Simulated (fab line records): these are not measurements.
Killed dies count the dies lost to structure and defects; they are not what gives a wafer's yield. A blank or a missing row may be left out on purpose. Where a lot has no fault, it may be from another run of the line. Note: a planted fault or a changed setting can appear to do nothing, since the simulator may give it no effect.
Which tool is to blame? + flow rit cmos + 14 lots with 42 wafers sampled at 3 steps, on a route of 202 steps

WHAT THE GAUGES SHOWED, per wafer
RIT_SILICIDE_RS_MEAS_02: measurement is done with a four-point probe.
| lot  | measured    | on            | SILICIDE_TI_RS (ohm/sq) |
|------|-------------|---------------|-------------------------|
| L138 | day 3 08:19 | film metro-03 | 47.4 47.1 47.9          |
| L139 | day 3 15:46 | film metro-03 | 47.5 46.9 47.6          |
| L140 | day 3 19:20 | film metro-02 | 47.0 46.7 47.1          |
| L141 | day 3 21:24 | film metro-03 | 47.9 47.3 47.9          |
| L142 | day 4 03:25 | film metro-04 | 48.7 48.3 49.1          |
| L143 | day 4 07:59 | film metro-04 | 48.1 48.2 47.6          |
| L146 | day 5 01:17 | film metro-02 | 22.9 23.1 23.1          |
| L148 | day 5 06:14 | film metro-03 | 23.5 23.5 23.5          |
| L153 | day 6 10:14 | film metro-04 | 47.3 48.3 48.0          |
| L155 | day 6 20:13 | film metro-04 | 48.0 47.5 47.6          |
| L157 | day 7 06:11 | film metro-04 | 48.2 47.9 47.2          |
| L159 | day 7 14:46 | film metro-02 | 47.5 46.3 47.4          |
| L160 | day 7 22:25 | film metro-02 | 47.5 47.5 48.5          |
| L161 | day 8 01:57 | film metro-02 | 47.0 46.8 46.8          |

RIT_SILICIDE_THK_MEAS_03: measures by xrf.
| lot  | measured    | on            | SILICIDE_TI_THK (nm) |
|------|-------------|---------------|----------------------|
| L138 | day 3 08:26 | film metro-03 | 30.3 30.3 30.0       |
| L139 | day 3 15:53 | film metro-03 | 30.2 30.6 30.1       |
| L140 | day 3 19:25 | film metro-02 | 30.7 30.7 30.6       |
| L141 | day 3 21:31 | film metro-03 | 30.0 30.2 30.0       |
| L142 | day 4 03:31 | film metro-04 | 29.4 29.7 29.1       |
| L143 | day 4 08:06 | film metro-04 | 29.6 29.8 30.0       |
| L146 | day 5 01:24 | film metro-02 | 54.9 54.4 54.3       |
| L148 | day 5 06:22 | film metro-03 | 53.2 53.1 53.3       |
| L153 | day 6 10:20 | film metro-04 | 30.2 30.0 29.9       |
| L155 | day 6 20:19 | film metro-04 | 29.7 30.0 30.1       |
| L157 | day 7 06:18 | film metro-04 | 29.7 29.8 30.1       |
| L159 | day 7 14:53 | film metro-02 | 30.4 31.0 30.3       |
| L160 | day 7 22:32 | film metro-02 | 30.3 30.3 29.8       |
| L161 | day 8 02:04 | film metro-02 | 30.5 30.5 30.7       |

WHICH TOOL RAN EACH LOT (tool, then ch and the chambers of the sampled wafers, then the start)
| lot  | RIT_SILICIDE_SPUTTER_01     |
|------|-----------------------------|
| L138 | pvd sputter-01, day 3 08:10 |
| L139 | pvd sputter-02, day 3 15:37 |
| L140 | pvd sputter-01, day 3 19:07 |
| L141 | pvd sputter-02, day 3 21:15 |
| L142 | pvd sputter-01, day 4 03:14 |
| L143 | pvd sputter-03, day 4 07:50 |
| L146 | pvd sputter-01, day 5 01:08 |
| L148 | pvd sputter-01, day 5 06:05 |
| L153 | pvd sputter-03, day 6 10:04 |
| L155 | pvd sputter-03, day 6 20:02 |
| L157 | pvd sputter-03, day 7 06:02 |
| L159 | pvd sputter-03, day 7 14:37 |
| L160 | pvd sputter-01, day 7 22:16 |
| L161 | pvd sputter-03, day 8 01:47 |
- RIT_SILICIDE_SPUTTER_01: material Ti, target thk 30 nm, time 240 s.

WHAT THE TOOLS THEMSELVES READ (means of the sampled wafers that have a number; where no wafer has one, the mark that the record gives instead)
RIT_SILICIDE_SPUTTER_01.
| lot  | tool           | throttle valve pct (%) |
|------|----------------|------------------------|
| L138 | pvd sputter-01 | 30.0                   |
| L139 | pvd sputter-02 | 30.7                   |
| L140 | pvd sputter-01 | 30.6                   |
| L141 | pvd sputter-02 | 30.6                   |
| L142 | pvd sputter-01 | 29.7                   |
| L143 | pvd sputter-03 | 29.8                   |
| L146 | pvd sputter-01 | 29.8                   |
| L148 | pvd sputter-01 | 29.0                   |
| L153 | pvd sputter-03 | 30.5                   |
| L155 | pvd sputter-03 | 30.1                   |
| L157 | pvd sputter-03 | 30.7                   |
| L159 | pvd sputter-03 | 30.1                   |
| L160 | pvd sputter-01 | 30.5                   |
| L161 | pvd sputter-03 | 29.7                   |

THE ANSWER, worked out from the rows above alone
Rule: what is usual is taken from the lots themselves. The widest of any qualifying gaps counts: lots, ordered by their means at a reading, are off when they make up no more than a third of the lots, leave a main group of 4 or more, and stand apart from it by 3 or more times the standard deviation of that group's means. A main group whose means are all the same, to the digits that the tables above print for the reading, isn't used. A lot without any number at a reading at which 4 lots or more have one is off too. The other lots that the step has rows for count as sound. First the gauges in route order, then the tools' own readings, where a lot's mean is used as printed above. The first step at which some lot is off is used, and at that step the reading that is off furthest; a lot without a number counts as furthest.
Off: L146, L148, seen at RIT_SILICIDE_RS_MEAS_02 (SILICIDE_TI_RS). Mean 47.6 ohm/sq and standard deviation 0.49 in the main group.
A tool fits if, at a process step before that reading, it ran every lot that is off, and no sound lot after the first of them. Those tools and the gauges at RIT_SILICIDE_RS_MEAS_02 are tried in the same way. Not one of the candidates tried fits.

WHAT THE SIMULATOR HAD PUT IN
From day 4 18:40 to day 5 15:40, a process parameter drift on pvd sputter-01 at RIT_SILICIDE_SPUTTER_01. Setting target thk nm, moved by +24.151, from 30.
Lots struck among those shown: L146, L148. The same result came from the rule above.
